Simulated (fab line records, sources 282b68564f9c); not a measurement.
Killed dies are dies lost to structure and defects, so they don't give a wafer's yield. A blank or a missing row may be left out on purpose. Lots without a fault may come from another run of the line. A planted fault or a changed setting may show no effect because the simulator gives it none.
One fault seen from 2 desks | flow rit_cmos | each desk has only its own numbers; what lay behind them comes last

THE TOOL OWNER'S DESK: rie_diel-04
The tool's own readings at RIT_SPACER_ETCHBACK_05 (etches Si3N4 in SF6/CHF3, stops on SiO2, target depth 250 nm, time 240 s): means of the sampled wafers that have a number, for each lot that ran on this tool. A lot is out of limits, marked OUT, if its mean lies more than 4 standard deviations from the usual mean; the brackets give that distance.
Columns: A = drypump_motor_current_A at RIT_SPACER_ETCHBACK_05, usual 5.9 A; B = oes_product_au at RIT_SPACER_ETCHBACK_05, usual 0.841 a.u.; C = run_length_s at RIT_SPACER_ETCHBACK_05, usual 268.3 s; D = throttle_valve_pct at RIT_SPACER_ETCHBACK_05, usual 10.32 %
lot  | first seen here | A   | B     | C               | D
L408 | day 5 06:44     | 6.3 | 0.824 | 282.5 (+32) OUT | 10.27
L420 | day 8 05:59     | 6.3 | 0.851 | 268.0           | 10.22
This desk's finding: out of limits on L408; first on L408, day 5 06:44 (run_length_s at RIT_SPACER_ETCHBACK_05). In limits: L420.

THE METROLOGY DESK
What the gauges read, lot by lot, whatever tool the lot ran on: means of the sampled wafers that have a number. A lot is out of limits, marked OUT, if its mean lies more than 4 standard deviations from the usual mean; the brackets give that distance. Of its 10 readings 7 are shown: those that lie furthest out on some lot.
Columns: A = PLDD_OVL at RIT_PLDD_OVL_MEAS_06, usual 0.6 nm; B = PLDD_TW at RIT_PLDD_TW_MEAS_10, usual 2349; C = SPACER_NITRIDE_THK at RIT_SPACER_THK_MEAS_04, usual 249.4 nm; D = PSD_TW at RIT_PSD_TW_MEAS_10, usual 3420; E = PSD_RS at RIT_SDANNEAL_RS_MEAS_04, usual 115.9 ohm/sq; F = NSD_RS at RIT_SDANNEAL_RS_MEAS_05, usual 84.60 ohm/sq; G = PLDD_RS at RIT_SDANNEAL_RS_MEAS_06, usual 178.8 ohm/sq
lot  | first seen here | A    | B    | C     | D    | E     | F     | G
L401 | day 4 03:20     | -0.7 | 2318 | 245.0 | 3391 | 115.5 | 84.38 | 179.0
L408 | day 5 03:49     | -0.2 | 2336 | 251.2 | 3398 | 115.9 | 85.07 | 178.9
L414 | day 6 15:25     | 3.0  | 2334 | 251.4 | 3392 | 116.6 | 84.51 | 178.8
L418 | day 7 16:08     | 0.2  | 2374 | 248.1 | 3380 | 116.2 | 84.71 | 178.8
L420 | day 8 02:59     | -1.5 | 2370 | 249.2 | 3458 | 115.7 | 84.38 | 178.2
This desk's finding: nothing out of limits on any of the 5 lots.

PUT TOGETHER
The tool owner's desk could have raised an alarm at day 5 06:44, on L408.
The metrology desk saw nothing out of limits.
The metrology desk has L408 on record, within its limits.
Of the lots named, all ran RIT_SPACER_ETCHBACK_05 on rie_diel-04.

WHAT THE SIMULATOR HAD PUT IN
Process parameter drift: rie_diel-04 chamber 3, from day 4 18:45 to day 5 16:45, at RIT_SPACER_ETCHBACK_05. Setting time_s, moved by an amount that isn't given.
Lots struck among those shown: L408.
Hours from the fault's start to each desk's first reading out of limits: the tool owner's desk, 12.
